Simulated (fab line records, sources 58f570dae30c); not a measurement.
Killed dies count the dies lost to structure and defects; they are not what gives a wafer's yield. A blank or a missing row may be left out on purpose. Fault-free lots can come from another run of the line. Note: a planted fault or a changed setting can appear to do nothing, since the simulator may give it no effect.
Matching of chambers :: flow berkeley-cmos170 :: 4 sister chambers for UCB170_V2_CMP_02 on cmp-02
The step polishes SiO2. 4 wafers are shown with their chamber, then 6 later ones without.

## EACH WAFER AND ITS CHAMBER
wafer: L654.3
chamber: 2
motor-current-A (A): 14.0

wafer: L651.5
chamber: 3
motor-current-A (A): 14.2

wafer: L661.1
chamber: 1
motor-current-A (A): 16.7

wafer: L661.2
chamber: 0
motor-current-A (A): 16.9

## WAFERS WHOSE CHAMBER IS MISSING
wafer: L661.6
motor-current-A (A): 16.4

wafer: L659.1
motor-current-A (A): 16.7

wafer: L659.5
motor-current-A (A): 18.1

wafer: L663.1
motor-current-A (A): 16.6

wafer: L663.4
motor-current-A (A): 18.0

wafer: L663.5
motor-current-A (A): 16.7

## WHICH CHAMBER EACH ONE RAN IN
wafer: L661.6
from the rows above: can't be placed: 1 or 0
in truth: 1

wafer: L659.1
from the rows above: can't be placed: 1 or 0
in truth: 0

wafer: L659.5
from the rows above: can't be placed: 0 or 1
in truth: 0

wafer: L663.1
from the rows above: can't be placed: 1 or 0
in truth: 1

wafer: L663.4
from the rows above: can't be placed: 0 or 1
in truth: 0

wafer: L663.5
from the rows above: can't be placed: 1 or 0
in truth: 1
0 of 6 placed correctly. Not placeable from these rows: 6 (in 6, the candidates include the true chamber). Wrongly placed: 0.
How it was worked out, from the rows above alone: a wafer's distance from a chamber is the root of the sum, over the readings, of the square of ((its reading less the chamber's mean) divided by the reading's scatter). If the next closest chamber is less than 2 further off than the closest, the wafer can't be placed; otherwise it belongs to the closest. A chamber's mean is the mean of its shown wafers. The scatter: with one shown wafer a chamber, the root of the mean of the squares of how far each hidden wafer lies from its nearest shown one.
